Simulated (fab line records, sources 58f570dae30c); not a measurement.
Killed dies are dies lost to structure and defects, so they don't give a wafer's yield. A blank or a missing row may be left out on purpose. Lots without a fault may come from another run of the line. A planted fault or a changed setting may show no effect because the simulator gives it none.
Chamber matching | flow berkeley_cmos170 | UCB170_CONTACT_ETCH_17 on rie_diel-04: 4 sister chambers
The step etches BARC in N2/H2. 4 wafers are shown with their chamber, then 7 later ones without.

WAFERS WITH THEIR CHAMBER
wafer  | chamber | throttle_valve_pct (%)
L215.5 | 3       | 13.38
L220.1 | 2       | 13.19
L220.3 | 1       | 13.20
L220.6 | 0       | 13.11

WAFERS WITHOUT THEIR CHAMBER
wafer  | throttle_valve_pct (%)
L221.1 | 13.21
L221.2 | 13.12
L221.6 | 13.19
L223.4 | 13.13
L223.5 | 13.35
L225.1 | 13.20
L225.3 | 13.36

WHICH CHAMBER EACH WENT THROUGH
wafer  | from the rows above     | in truth
L221.1 | can't be placed: 1 or 2 | 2
L221.2 | 0                       | 0
L221.6 | can't be placed: 2 or 1 | 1
L223.4 | 0                       | 0
L223.5 | 3                       | 3
L225.1 | can't be placed: 1 or 2 | 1
L225.3 | 3                       | 3
Placed correctly: 4 of 7. Can't be placed from these rows: 3 (the true chamber is among the candidates in 3). Placed wrongly: 0.
How it was worked out, from the rows above alone: a wafer's distance from a chamber is the root of the sum, over the readings, of the square of ((its reading less the chamber's mean) divided by the reading's scatter). The wafer belongs to the nearest chamber; if the next one is less than 2 further off, it can't be placed. A chamber's mean is the mean of its shown wafers. The scatter: with one shown wafer a chamber, the root of the mean of the squares of how far each hidden wafer lies from its nearest shown one.
